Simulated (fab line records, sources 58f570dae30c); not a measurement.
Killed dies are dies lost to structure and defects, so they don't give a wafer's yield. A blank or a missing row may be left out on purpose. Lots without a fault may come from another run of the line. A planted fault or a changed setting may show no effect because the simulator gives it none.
Which tool did it? | flow berkeley_cmos170 | 6 lots, 18 wafers sampled, at 2 steps of a route of 331

WHAT THE GAUGES READ, wafer by wafer
UCB170_GATE_CD_MEAS_12: target cd 350 nm.
lot  | measured    | on        | cd_nm (nm)
L836 | day 6 04:22 | cd_sem-02 | 347.5 349.9 348.9
L837 | day 6 05:00 | cd_sem-02 | 280.5 279.6 280.9
L844 | day 8 05:57 | cd_sem-02 | 348.5 347.8 349.7
L847 | day 9 01:52 | cd_sem-02 | 349.2 351.7 349.3
L852 | day 9 16:04 | cd_sem-02 | 348.5 348.6 348.8
L850 | day 9 16:10 | cd_sem-01 | 350.4 350.5 351.9

WHICH TOOL RAN EACH LOT (tool, then ch and the chambers of the sampled wafers, then the start)
lot  | UCB170_GATE_EXPOSE_09
L836 | krf_scanner-01 ch 0, day 6 03:11
L837 | krf_scanner-02 ch 0, day 6 03:48
L844 | krf_scanner-01 ch 0, day 8 05:33
L847 | krf_scanner-02 ch 0, day 9 01:29
L852 | krf_scanner-02 ch 0, day 9 15:40
L850 | krf_scanner-02 ch 0, day 9 15:46
- UCB170_GATE_EXPOSE_09: exposes mask POLY, target cd 350 nm.

THE ANSWER, worked out from the rows above alone
Rule: what is usual is taken from the lots themselves. Put in order of their means at a reading, lots are off if they are a third of the lots or fewer, leave a main group of 4 or more, and stand apart from it by a gap of 3 or more times the standard deviation of the main group's means; of several such gaps the widest counts. A main group whose means are all the same, to the digits that the tables above print for the reading, isn't used. A lot without any number at a reading at which 4 lots or more have one is off too. The other lots that the step has rows for count as sound.
Off: L837, at UCB170_GATE_CD_MEAS_12 (cd_nm). The main group: mean 349.4 nm, standard deviation 0.93.
A tool fits if, at a process step before that reading, it ran every lot that is off, and no sound lot after the first of them. The gauges at UCB170_GATE_CD_MEAS_12 are tried like those tools. None of those tried fits.

WHAT THE SIMULATOR HAD PUT IN
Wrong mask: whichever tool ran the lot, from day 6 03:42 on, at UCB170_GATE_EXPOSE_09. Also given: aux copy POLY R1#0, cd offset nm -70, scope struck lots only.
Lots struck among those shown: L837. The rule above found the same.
